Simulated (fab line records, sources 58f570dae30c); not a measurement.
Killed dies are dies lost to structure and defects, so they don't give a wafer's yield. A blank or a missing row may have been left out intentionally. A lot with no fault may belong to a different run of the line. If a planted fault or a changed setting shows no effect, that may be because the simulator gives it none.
Which tool was responsible? ; flow berkeley-cmos170 ; 24 lots, 72 wafers sampled, at 6 steps of a route of 331

## WHAT EACH GAUGE READ, for each wafer
UCB170_NSD_TW_MEAS_10.
lot;measured;on;NSD_TW
L074;day 6 16:02;film-metro-03;4216 4228 4198
L075;day 6 20:55;film-metro-03;4211 4203 4198
L076;day 6 21:08;film-metro-01;4205 4219 4192
L077;day 6 21:17;film-metro-03;4204 4189 4194
L078;day 7 19:58;film-metro-03;4196 4233 4221
L079;day 8 02:17;film-metro-02;4238 4202 4225
L080;day 7 19:50;film-metro-02;4213 4227 4232
L081;day 8 02:01;film-metro-02;4204 4235 4222
L082;day 8 09:31;film-metro-03;4194 4184 4196
L083;day 8 09:47;film-metro-01;4192 4175 4217
L084;day 9 01:22;film-metro-03;4228 4198 4181
L085;day 9 01:49;film-metro-01;4200 4231 4230
L086;day 9 00:32;film-metro-02;4239 4243 4233
L087;day 9 08:11;film-metro-01;4205 4196 4197
L088;day 9 23:17;film-metro-01;4202 4210 4193
L089;day 9 23:32;film-metro-02;4231 4237 4242
L090;day 9 23:53;film-metro-03;4197 4221 4229
L091;day 10 05:49;film-metro-02;4275 4267 4266
L092;day 10 05:28;film-metro-01;4224 4221 4228
L093;day 10 18:02;film-metro-03;4201 4170 4166
L094;day 10 18:19;film-metro-02;4272 4287 4261
L095;day 11 04:11;film-metro-03;4253 4233 4268
L096;day 11 03:44;film-metro-02;4220 4209 4235
L097;day 11 14:07;film-metro-02;4256 4205 4215

UCB170_CONTACT_THK_MEAS_02.
lot;measured;on;CONTACT_PSG_THK (nm)
L074;day 6 19:56;film-metro-02;705 703 706
L075;day 7 00:55;film-metro-04;691 691 690
L076;day 7 01:04;film-metro-03;696 699 696
L077;day 7 02:43;film-metro-02;698 699 701
L078;day 8 00:13;film-metro-02;699 702 700
L079;day 8 08:20;film-metro-04;704 702 702
L080;day 7 23:59;film-metro-04;700 701 706
L081;day 8 08:20;film-metro-02;694 697 699
L082;day 8 13:41;film-metro-04;701 705 710
L083;day 8 15:30;film-metro-02;708 707 705
L084;day 9 06:49;film-metro-04;707 708 708
L085;day 9 06:49;film-metro-02;696 701 700
L086;day 9 05:02;film-metro-02;691 688 692
L087;day 9 15:57;film-metro-03;707 704 707
L088;day 10 03:14;film-metro-04;699 695 699
L089;day 10 04:47;film-metro-04;705 701 700
L090;day 10 06:56;film-metro-02;701 704 702
L091;day 10 11:14;film-metro-02;694 698 691
L092;day 10 11:14;film-metro-04;696 701 703
L093;day 10 22:56;film-metro-03;706 712 704
L094;day 10 22:57;film-metro-02;693 695 696
L095;day 11 08:10;film-metro-04;704 706 699
L096;day 11 07:51;film-metro-02;709 715 713
L097;day 11 20:24;film-metro-02;703 710 703

UCB170_M3_CD_MEAS_15: the cd target is 700 nm.
lot;measured;on;cd-nm (nm)
L074;day 7 14:32;cd-sem-02;699.8 698.7 698.0
L075;day 7 21:44;cd-sem-02;702.2 701.1 699.6
L076;day 7 22:16;cd-sem-02;700.2 698.3 698.8
L077;day 7 22:38;cd-sem-01;701.3 701.2 701.5
L078;day 8 21:08;cd-sem-02;701.2 701.6 701.6
L079;day 9 06:19;cd-sem-01;699.3 698.9 698.2
L080;day 8 21:26;cd-sem-02;700.5 699.0 701.3
L081;day 9 06:58;cd-sem-01;699.5 699.3 699.6
L082;day 9 10:32;cd-sem-02;699.4 699.4 699.2
L083;day 9 10:43;cd-sem-01;700.2 700.0 700.3
L084;day 10 03:35;cd-sem-02;700.4 702.0 701.0
L085;day 10 03:20;cd-sem-02;701.3 700.2 700.5
L086;day 10 02:47;cd-sem-01;699.7 698.6 699.0
L087;day 10 12:52;cd-sem-01;702.4 701.0 702.1
L088;day 10 21:43;cd-sem-01;700.0 700.2 701.0
L089;day 10 21:59;cd-sem-01;699.7 698.1 699.8
L090;day 11 03:30;cd-sem-01;699.6 700.0 699.3
L091;day 11 08:08;cd-sem-02;700.1 700.6 701.4
L092;day 11 07:55;cd-sem-02;700.8 698.5 699.0
L093;day 11 20:42;cd-sem-02;698.9 699.5 697.6
L094;day 11 20:28;cd-sem-02;701.9 700.5 701.2
L095;day 12 03:58;cd-sem-02;698.9 698.1 697.1
L096;day 12 03:39;cd-sem-02;696.7 699.0 698.4
L097;day 12 16:23;cd-sem-01;698.1 698.6 699.2

## WHICH TOOL RAN EACH LOT (tool, then ch and the chambers of the sampled wafers, then the start)
lot;UCB170_ZERO_ETCH_06;UCB170_ZERO_STRIP_07;UCB170_M2_STRIP_07
L074;rie-diel-01 ch 1,2,3, day 1 17:14;plasma-asher-04 ch 0,1, day 1 17:16;plasma-asher-02 ch 0,1, day 7 08:08
L075;rie-diel-03 ch 0,3, day 2 01:14;plasma-asher-04 ch 0,1, day 2 01:15;plasma-asher-02 ch 0,1, day 7 14:03
L076;rie-diel-01 ch 0,3, day 2 11:11;plasma-asher-03 ch 0,1, day 2 11:12;plasma-asher-03 ch 0,1, day 7 14:10
L077;rie-diel-03 ch 2,3, day 2 11:25;plasma-asher-02 ch 0,1, day 2 11:29;plasma-asher-04 ch 0,1, day 7 14:39
L078;rie-diel-03 ch 1,2,3, day 2 15:53;plasma-asher-04 ch 0,1, day 2 15:55;plasma-asher-04 ch 0,1, day 8 14:11
L079;rie-diel-01 ch 1,3, day 2 18:54;plasma-asher-03 ch 1, day 2 18:56;plasma-asher-03 ch 0,1, day 8 22:26
L080;rie-diel-01 ch 0,1,3, day 2 21:48;plasma-asher-04 ch 0,1, day 2 21:51;plasma-asher-04 ch 0,1, day 8 14:36
L081;rie-diel-04 ch 0,3, day 3 06:34;plasma-asher-04 ch 0,1, day 3 06:35;plasma-asher-04 ch 0, day 8 22:29
L082;rie-diel-03 ch 1,2,3, day 3 11:46;plasma-asher-02 ch 0,1, day 3 11:47;plasma-asher-03 ch 0,1, day 9 02:33
L083;rie-diel-01 ch 0,1,3, day 3 13:10;plasma-asher-02 ch 0,1, day 3 13:14;plasma-asher-04 ch 0,1, day 9 02:36
L084;rie-diel-04 ch 0,1,3, day 3 21:53;plasma-asher-04 ch 0,1, day 3 21:54;plasma-asher-03 ch 0,1, day 9 19:43
L085;rie-diel-03 ch 0,2, day 4 02:41;plasma-asher-04 ch 0,1, day 4 02:43;plasma-asher-02 ch 0,1, day 9 19:36
L086;rie-diel-04 ch 1,2,3, day 4 04:56;plasma-asher-03 ch 0,1, day 4 04:58;plasma-asher-03 ch 0,1, day 9 19:22
L087;rie-diel-01 ch 1,3, day 4 09:48;plasma-asher-03 ch 0, day 4 09:49;plasma-asher-02 ch 0,1, day 10 06:04
L088;rie-diel-04 ch 0,1,2, day 4 16:03;plasma-asher-02 ch 0,1, day 4 16:04;plasma-asher-04 ch 0,1, day 10 14:14
L089;rie-diel-01 ch 0,1,3, day 5 00:27;plasma-asher-04 ch 0,1, day 5 00:28;plasma-asher-02 ch 0,1, day 10 14:41
L090;rie-diel-01 ch 1,2,3, day 5 02:34;plasma-asher-04 ch 0,1, day 5 02:35;plasma-asher-04 ch 0,1, day 10 20:35
L091;rie-diel-04 ch 0,2,3, day 5 06:55;plasma-asher-04 ch 0,1, day 5 06:56;plasma-asher-03 ch 0,1, day 11 01:28
L092;rie-diel-03 ch 0,2,3, day 5 10:36;plasma-asher-03 ch 0,1, day 5 10:37;plasma-asher-02 ch 0, day 11 01:13
L093;rie-diel-03 ch 1,3, day 5 16:03;plasma-asher-02 ch 0,1, day 5 16:04;plasma-asher-04 ch 0,1, day 11 12:42
L094;rie-diel-04 ch 1,2,3, day 5 23:37;plasma-asher-04 ch 0,1, day 5 23:40;plasma-asher-02 ch 0,1, day 11 12:17
L095;rie-diel-03 ch 1,3, day 6 03:32;plasma-asher-03 ch 0,1, day 6 03:34;plasma-asher-04 ch 0,1, day 11 20:52
L096;rie-diel-04 ch 0,1, day 6 09:43;plasma-asher-04 ch 0,1, day 6 09:44;plasma-asher-02 ch 0,1, day 11 20:33
L097;rie-diel-03 ch 0,2,3, day 6 14:38;plasma-asher-02 ch 0,1, day 6 14:42;plasma-asher-02 ch 0,1, day 12 09:37
- UCB170_ZERO_ETCH_06: etches SiO2 in CHF3/CF4/Ar, time 12 s.
- UCB170_ZERO_STRIP_07: strips in O2.
- UCB170_M2_STRIP_07: strips in O2.

## WHAT THE TOOLS THEMSELVES READ (means of the sampled wafers that have a number; where no wafer has one, the mark that the record gives instead)
UCB170_ZERO_ETCH_06.
lot;tool;drypump-motor-current-A (A);oes-product-au (a.u.);throttle-valve-pct (%)
L074;rie-diel-01;5.6;0.626;9.31
L075;rie-diel-03;5.7;0.618;9.34
L076;rie-diel-01;5.9;0.619;9.28
L077;rie-diel-03;5.9;0.619;9.23
L078;rie-diel-03;5.9;0.622;9.28
L079;rie-diel-01;5.6;0.623;9.24
L080;rie-diel-01;5.6;0.619;9.29
L081;rie-diel-04;6.1;0.625;9.07
L082;rie-diel-03;5.9;0.623;9.27
L083;rie-diel-01;5.6;0.621;9.27
L084;rie-diel-04;5.8;0.623;9.06
L085;rie-diel-03;5.9;0.620;9.10
L086;rie-diel-04;5.7;0.618;9.19
L087;rie-diel-01;5.2;0.623;9.24
L088;rie-diel-04;5.7;0.613;9.11
L089;rie-diel-01;5.6;0.619;9.30
L090;rie-diel-01;5.5;0.615;9.30
L091;rie-diel-04;6.0;0.623;9.21
L092;rie-diel-03;5.8;0.618;9.23
L093;rie-diel-03;6.1;0.618;9.32
L094;rie-diel-04;5.6;0.615;9.19
L095;rie-diel-03;6.1;0.616;9.33
L096;rie-diel-04;5.8;0.621;8.99
L097;rie-diel-03;5.8;0.620;9.22

UCB170_ZERO_STRIP_07.
lot;tool;drypump-motor-current-A (A);oes-product-au (a.u.);strip-time-to-endpoint-s (s)
L074;plasma-asher-04;5.0;0.727;21.40
L075;plasma-asher-04;5.0;0.725;21.56
L076;plasma-asher-03;5.3;0.728;21.63
L077;plasma-asher-02;5.2;0.727;21.40
L078;plasma-asher-04;5.0;0.726;21.56
L079;plasma-asher-03;5.3;0.728;21.45
L080;plasma-asher-04;5.0;0.727;21.52
L081;plasma-asher-04;5.0;0.721;21.49
L082;plasma-asher-02;5.4;0.725;21.59
L083;plasma-asher-02;5.4;0.729;21.50
L084;plasma-asher-04;5.0;0.726;21.55
L085;plasma-asher-04;5.2;0.726;21.46
L086;plasma-asher-03;5.3;0.726;21.40
L087;plasma-asher-03;5.4;0.731;21.59
L088;plasma-asher-02;5.2;0.727;21.55
L089;plasma-asher-04;5.0;0.731;21.43
L090;plasma-asher-04;5.2;0.731;21.50
L091;plasma-asher-04;5.0;0.729;21.48
L092;plasma-asher-03;5.4;0.723;21.52
L093;plasma-asher-02;5.4;0.732;21.49
L094;plasma-asher-04;5.0;0.724;21.52
L095;plasma-asher-03;5.4;0.729;21.50
L096;plasma-asher-04;5.0;0.731;21.57
L097;plasma-asher-02;5.4;0.727;21.41

UCB170_M2_STRIP_07.
lot;tool;drypump-motor-current-A (A);oes-product-au (a.u.);strip-time-to-endpoint-s (s)
L074;plasma-asher-02;5.2;0.733;22.03
L075;plasma-asher-02;5.4;0.729;21.91
L076;plasma-asher-03;5.4;0.731;21.97
L077;plasma-asher-04;5.0;0.738;21.92
L078;plasma-asher-04;5.0;0.738;21.96
L079;plasma-asher-03;5.3;0.734;22.00
L080;plasma-asher-04;5.0;0.731;22.01
L081;plasma-asher-04;4.7;0.732;22.03
L082;plasma-asher-03;5.4;0.738;22.04
L083;plasma-asher-04;5.2;0.733;21.94
L084;plasma-asher-03;5.3;0.735;22.01
L085;plasma-asher-02;5.4;0.735;21.98
L086;plasma-asher-03;5.4;0.736;21.88
L087;plasma-asher-02;5.2;0.729;21.94
L088;plasma-asher-04;5.2;0.732;21.96
L089;plasma-asher-02;5.4;0.736;21.94
L090;plasma-asher-04;5.0;0.728;21.97
L091;plasma-asher-03;5.4;0.736;21.92
L092;plasma-asher-02;5.0;0.734;21.98
L093;plasma-asher-04;5.2;0.732;22.04
L094;plasma-asher-02;5.4;0.737;22.04
L095;plasma-asher-04;5.0;0.734;22.02
L096;plasma-asher-02;5.4;0.737;21.99
L097;plasma-asher-02;5.4;0.736;21.99

## THE ANSWER, worked out from the rows above alone
Rule: usual is defined by the lots themselves. Put in order of their means at a reading, lots are off if they are a third of the lots or fewer, leave a main group of 4 or more, and stand apart from it by a gap of 3 or more times the standard deviation of the main group's means; of several such gaps the widest counts. The tables above print the reading to a certain number of digits; a main group whose means all agree to those digits is not used. Also off: a lot with no number at a reading for which 4 or more lots have one. Where the step has rows for the other lots, those lots are counted as sound. After the gauges, taken in route order, come the tools' own readings; for these a lot's mean is taken, as printed above. At the first step where some lot is off, the reading lying furthest off is the one used; lots without a number count as furthest.
No lot is off on any of the readings shown, so nothing can be concluded from this.

## WHAT THE SIMULATOR HAD INSERTED
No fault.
